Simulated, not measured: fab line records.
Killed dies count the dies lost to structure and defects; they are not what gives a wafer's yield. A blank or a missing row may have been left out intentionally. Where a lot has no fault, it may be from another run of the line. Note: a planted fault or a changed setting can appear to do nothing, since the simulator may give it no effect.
A struck lot beside a sound one / flow berkeley-cmos170 / 14 out of 331 route steps
Sound: the wafers L443.2, L443.3, L443.5. Wafers struck: L435.1, L435.4, L435.5. Last of all comes the cause.
For every step that has rows: the tool of each side, followed by ch and its chambers, followed by its first start. Under that, the readings that differ: sound wafers / struck wafers / difference of the means / sigmas: that difference in standard deviations of wafers without a fault.
alike: readings whose means differ by less than 2 such deviations, and words and numbers that are the same on both sides. not compared: withheld readings, readings that some wafer has no value for, bounds like >300 that may hide the same value, and numbers for which the record gives no deviation and whose values overlap.
Wherever a step has rows on one side only, a row that says differs or no value, or a row with sigmas, the two part there. When numbers do not overlap yet have no deviation, they are printed without sigmas and do not part them. A reading that every wafer of one side lacks parts them only if that side has two wafers or more.

first, 2 steps without rows for these wafers: UCB170_NWELL_PEB_10; UCB170_NWELL_DEVELOP_11 (develop time 45 s).
UCB170_NWELL_OVL_MEAS_12:
  sound: overlay-01 at day 5 19:47; struck: overlay-02 at day 4 00:34
  alike: NWELL_OVL
UCB170_NWELL_ETCH_13: etches Si3N4 in CH3F/Ar/O2, stops on SiO2, target depth 246.4 nm, time 154 s.
  sound on rie-diel-03 ch 0,2, day 5 19:49; struck on rie-diel-01 ch 1,2,3, day 4 00:37
  alike: drypump-motor-current-A, oes-product-au, throttle-valve-pct
  not compared: rf-hours-counter-h
after that, 1 step had no rows for these wafers: UCB170_NWELL_IMPLANT_14.
UCB170_NWELL_STRIP_15: strips in O2.
  sound on plasma-asher-02 ch 0, day 5 20:04; struck on plasma-asher-01 ch 0,1, day 4 00:52
  alike: drypump-motor-current-A, oes-product-au, strip-time-to-endpoint-s
  not compared: rf-hours-counter-h
UCB170_NWELL_TW_MEAS_16:
  sound: film-metro-01 at day 5 20:11; struck: film-metro-01 at day 4 00:58
  alike: NWELL_TW
then, 5 steps without rows for these wafers: UCB170_NWELL_CLEAN_17 (cleans in SPM, time 600 s); UCB170_NWELL_WET_ETCH_18 (etches Si3N4 in H3PO4, time 14400 s); UCB170_NWELL_WET_ETCH_19 (etches SiO2 in BOE, time 22 s); UCB170_PWELL_CLEAN_00 (cleans in SPM, time 600 s); UCB170_PWELL_CLEAN_01 (cleans in dHF, time 60 s).
UCB170_PWELL_OXIDATION_02: target thk 26.4 nm, ox time 1260 s.
  sound on furnace-03 ch 0, day 6 06:44; struck on furnace-01, day 4 08:07
  no value came back on the struck wafers for ox-temp-c (C), ox-temp-c-max, ox-time-s (s); on the sound wafers ox-temp-c (C) reads 1000.1 1000.5 1001.1
then, 1 step without rows for these wafers: UCB170_PWELL_ANNEAL_04 (time 900 s).

WHERE THEY PART
At UCB170_PWELL_OXIDATION_02 and nowhere else, as far as this record goes.

WHY: what the simulator had put in
Whole step skipped at UCB170_PWELL_OXIDATION_02 on furnace-01, starting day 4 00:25. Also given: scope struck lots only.
